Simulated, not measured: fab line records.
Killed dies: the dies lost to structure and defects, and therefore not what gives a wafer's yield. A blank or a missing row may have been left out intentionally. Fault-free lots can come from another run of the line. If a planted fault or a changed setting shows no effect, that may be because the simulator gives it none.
A lot that was struck, set against a sound lot    flow rit_cmos    17 steps out of a route of 202
Sound: the wafers L874.3, L874.4, L874.6. Struck: wafers L879.1, L879.2, L879.5. The cause is named last.
Per side, at each step with rows, come the tool, then ch with its chambers, and then its first start. Under that, the readings that differ: sound wafers    struck wafers    difference of the means    sigmas: that difference in standard deviations of wafers without a fault.
alike: readings whose means differ by less than 2 such deviations, and words and numbers that are the same on both sides. not compared: withheld readings, readings that some wafer has no value for, bounds like >300 that may hide the same value, and numbers for which the record gives no deviation and whose values overlap.
The two part at a step that has a row with sigmas, a row that says differs or no value, or rows on one side only. Non-overlapping numbers with no deviation appear without sigmas and do not part them. Lack of a reading on every wafer of one side parts them only where that side has two or more wafers.

RIT_PWELL_TW_MEAS_10:
  sound on film_metro-04 at day 4 11:59; struck on film_metro-04 at day 5 13:29
  alike: PWELL_TW
then, 1 step without rows for these wafers: RIT_WELLDRIVE_ANNEAL_00 (time 14700 s).
RIT_WELLDRIVE_RS_MEAS_01: a four-point-probe measurement.
  sound on film_metro-01 at day 4 17:41; struck on film_metro-04 at day 5 18:37
  alike: NWELL_RS
RIT_WELLDRIVE_RS_MEAS_02: a four-point-probe measurement.
  sound on film_metro-01 at day 4 17:48; struck on film_metro-04 at day 5 18:44
  alike: PWELL_RS
then, 6 steps without rows for these wafers: RIT_NRETRO_HMDS_00 (prime time 60 s); RIT_NRETRO_COAT_01 (resist thk 1288 nm); RIT_NRETRO_SOFTBAKE_02 (time 60 s); RIT_NRETRO_EXPOSE_03 (exposes mask M4, target cd 43900 nm); RIT_NRETRO_PEB_04; RIT_NRETRO_DEVELOP_05 (develop time 68 s).
RIT_NRETRO_OVL_MEAS_06:
  sound on overlay-01 at day 4 18:54; struck on overlay-01 at day 5 19:44
  alike: NRETRO_OVL
then, 1 step without rows for these wafers: RIT_NRETRO_HARDBAKE_07 (time 120 s).
RIT_NRETRO_IMPLANT_08:
  sound on implanter-04 ch 0, day 4 19:13; struck on implanter-04 ch 0, day 5 20:01
reading             sound             struck             difference  sigmas
beam_on_s (s)       10.01 10.16 9.98  14.11 14.21 14.50  +4.22       +21
faraday_current_uA  31.7 31.2 31.7    22.4 22.4 21.9     -9.3        -15
RIT_NRETRO_STRIP_09: strips in O2, time 180 s.
  sound on plasma_asher-01 ch 0,1, day 4 19:23; struck on plasma_asher-01 ch 0,1, day 5 20:10
  alike: drypump_motor_current_A
  not compared: rf_hours_counter_h
RIT_NRETRO_TW_MEAS_10:
  sound on film_metro-03 at day 4 19:31; struck on film_metro-01 at day 5 20:21
reading    sound           struck          difference  sigmas
NRETRO_TW  1047 1048 1052  1187 1187 1183  +137        +20
then, 1 step without rows for these wafers: RIT_PRETRO_HMDS_00 (prime time 60 s).
RIT_M1_PROBE_99:
  sound on prober-01 at day 6 00:46; struck on prober-02 at day 6 23:07
reading                                  sound              struck             difference  sigmas
model.etest.pmos_0p3.r_on_ohm_um         6137 6236 6268     6447 6434 6329     +190        
model.etest.pmos_narrow.drive_ua_um      104 102.2 99.61    94.23 93.25 95.57  -7.59       
model.etest.pmos_0p3.drive_ua_um         103.6 101.5 101.6  94.77 94.36 97.39  -6.73       
model.etest.well_edge_right.line_ohm_um  180.5 181.5 181.9  175.7 174.6 174.7  -6.3        
  alike: killed_at_contacts, killed_at_front_end, killed_dies, killed_open, killed_short
  not compared: model.etest.pmos_turned.r_on_ohm_um, model.etest.pmos_0p15.r_on_ohm_um, model.etest.pmos_0p15.drive_ua_um, model.etest.pmos_turned.drive_ua_um

== WHERE THEY PART ==
At RIT_NRETRO_IMPLANT_08 first; at RIT_NRETRO_TW_MEAS_10 last (within this record only). Later steps at which nothing parts them and some readings are alike: RIT_M1_PROBE_99.

WHY: whatever the simulator had introduced
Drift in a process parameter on implanter-04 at RIT_NRETRO_IMPLANT_08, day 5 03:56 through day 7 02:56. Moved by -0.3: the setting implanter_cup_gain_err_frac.
